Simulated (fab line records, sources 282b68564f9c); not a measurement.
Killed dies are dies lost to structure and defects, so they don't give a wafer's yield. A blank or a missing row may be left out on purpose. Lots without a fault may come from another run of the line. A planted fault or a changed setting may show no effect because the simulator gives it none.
A struck lot beside a sound one | flow rit_cmos | 19 steps out of a route of 202
Sound: wafers L364.1, L364.2, L364.3. Struck: wafers L378.4, L378.5, L378.6. The cause comes at the end.
At each step with rows: each side's tool, then ch and its chambers, then its first start. Under that, the readings that differ: sound wafers | struck wafers | difference of the means | sigmas: that difference in standard deviations of wafers without a fault.
alike: readings whose means differ by less than 2 such deviations, and words and numbers that are the same on both sides. not compared: withheld readings, readings that some wafer has no value for, bounds like >300 that may hide the same value, and numbers for which the record gives no deviation and whose values overlap.
The two part at a step that has a row with sigmas, a row that says differs or no value, or rows on one side only. Numbers that don't overlap but have no deviation are shown without sigmas and don't part them. A reading that every wafer of one side lacks parts them only if that side has two wafers or more.

first, 4 steps without rows for these wafers: RIT_PSD_SOFTBAKE_02 (time 60 s); RIT_PSD_EXPOSE_03 (exposes mask M10, target cd 40900 nm); RIT_PSD_PEB_04; RIT_PSD_DEVELOP_05 (develop time 50 s).
RIT_PSD_OVL_MEAS_06:
  sound on overlay-02, day 3 17:47; struck on overlay-02, day 6 14:50
  alike: PSD_OVL
then, 2 steps without rows for these wafers: RIT_PSD_HARDBAKE_07 (time 60 s); RIT_PSD_IMPLANT_08.
RIT_PSD_STRIP_09: strips in O2, time 180 s.
  sound on plasma_asher-03 ch 0,1, day 3 18:07; struck on plasma_asher-04 ch 0,1, day 6 15:13
  alike: drypump_motor_current_A, o2_flow_sccm
  not compared: rf_hours_counter_h
RIT_PSD_TW_MEAS_10:
  sound on film_metro-01, day 3 18:17; struck on film_metro-01, day 6 15:22
  alike: PSD_TW
then, 3 steps without rows for these wafers: RIT_SDANNEAL_CLEAN_00 (cleans in SC1, time 600 s); RIT_SDANNEAL_CLEAN_01 (cleans in dHF, time 30 s); RIT_SDANNEAL_CLEAN_02 (cleans in SC2, time 600 s).
RIT_SDANNEAL_RTA_03: time 5 s.
  sound on rtp_anneal-02 ch 0, day 3 18:45; struck on rtp_anneal-02 ch 0, day 6 15:48
  reading          | sound                | struck               | difference | sigmas
  wafer_temp_C_max | 1052.5 1054.5 1052.8 | 1012.7 1014.0 1012.7 | -40.1      | -36
RIT_SDANNEAL_RS_MEAS_04: measures by four-point-probe.
  sound on film_metro-01, day 3 18:49; struck on film_metro-02, day 6 15:53
  reading         | sound             | struck            | difference | sigmas
  PSD_RS (ohm/sq) | 115.3 115.6 115.7 | 144.1 144.2 144.0 | +28.6      | +84
RIT_SDANNEAL_RS_MEAS_05: measures by four-point-probe.
  sound on film_metro-01, day 3 18:56; struck on film_metro-02, day 6 16:01
  reading         | sound          | struck         | difference | sigmas
  NSD_RS (ohm/sq) | 84.0 84.1 84.1 | 85.3 85.3 85.2 | +1.2       | +3
RIT_SDANNEAL_RS_MEAS_06: measures by four-point-probe.
  sound on film_metro-01, day 3 19:03; struck on film_metro-02, day 6 16:08
  reading          | sound             | struck            | difference | sigmas
  PLDD_RS (ohm/sq) | 177.4 177.7 178.1 | 214.4 214.9 214.2 | +36.8      | +72
RIT_SDANNEAL_RS_MEAS_07: measures by four-point-probe.
  sound on film_metro-01, day 3 19:10; struck on film_metro-02, day 6 16:15
  reading          | sound             | struck            | difference | sigmas
  NLDD_RS (ohm/sq) | 151.1 151.0 151.3 | 153.0 152.8 152.7 | +1.7       | +3
then, 1 step without rows for these wafers: RIT_SILICIDE_WET_ETCH_00 (etches SiO2 in BOE, target depth 14 nm, time 15 s).
RIT_M1_PROBE_99:
  sound on prober-01, day 4 02:08; struck on prober-01, day 6 23:35
  reading                             | sound             | struck            | difference | sigmas
  model.etest.pmos_turned.r_on_ohm_um | 3711 3729 3581    | 4602 4509 4639    | +910       |
  model.etest.pmos_0p3.r_on_ohm_um    | 6484 6594 6361    | 6965 6932 7013    | +490       |
  model.etest.pmos_0p15.r_on_ohm_um   | 2947 2974 2886    | 3352 3307 3392    | +415       |
  model.etest.pldd.rs_ohm_sq          | 564.5 549 533.6   | 660.7 638.4 658   | +103.3     |
  model.etest.pmos_turned.drive_ua_um | 168.5 173.4 181.5 | 122.1 124.4 120.8 | -52.0      |
  model.etest.pmos_0p15.drive_ua_um   | 236.6 235 247.6   | 211.4 212.2 209.6 | -28.7      |
  model.etest.nmos_turned.drive_ua_um | 292.4 299.7 313.1 | 276.8 284.3 275.8 | -22.8      |
  alike: killed_at_front_end, killed_dies, killed_open, killed_short
  not compared: model.etest.nmos_0p3.r_on_ohm_um

WHERE THEY PART
First at RIT_SDANNEAL_RTA_03; last, within this record, at RIT_SDANNEAL_RS_MEAS_07. Later steps at which nothing parts them and some readings are alike: RIT_M1_PROBE_99.

WHY: what the simulator had put in
Process parameter drift: rtp_anneal-02, from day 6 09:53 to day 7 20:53, at RIT_SDANNEAL_RTA_03. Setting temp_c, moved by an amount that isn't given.
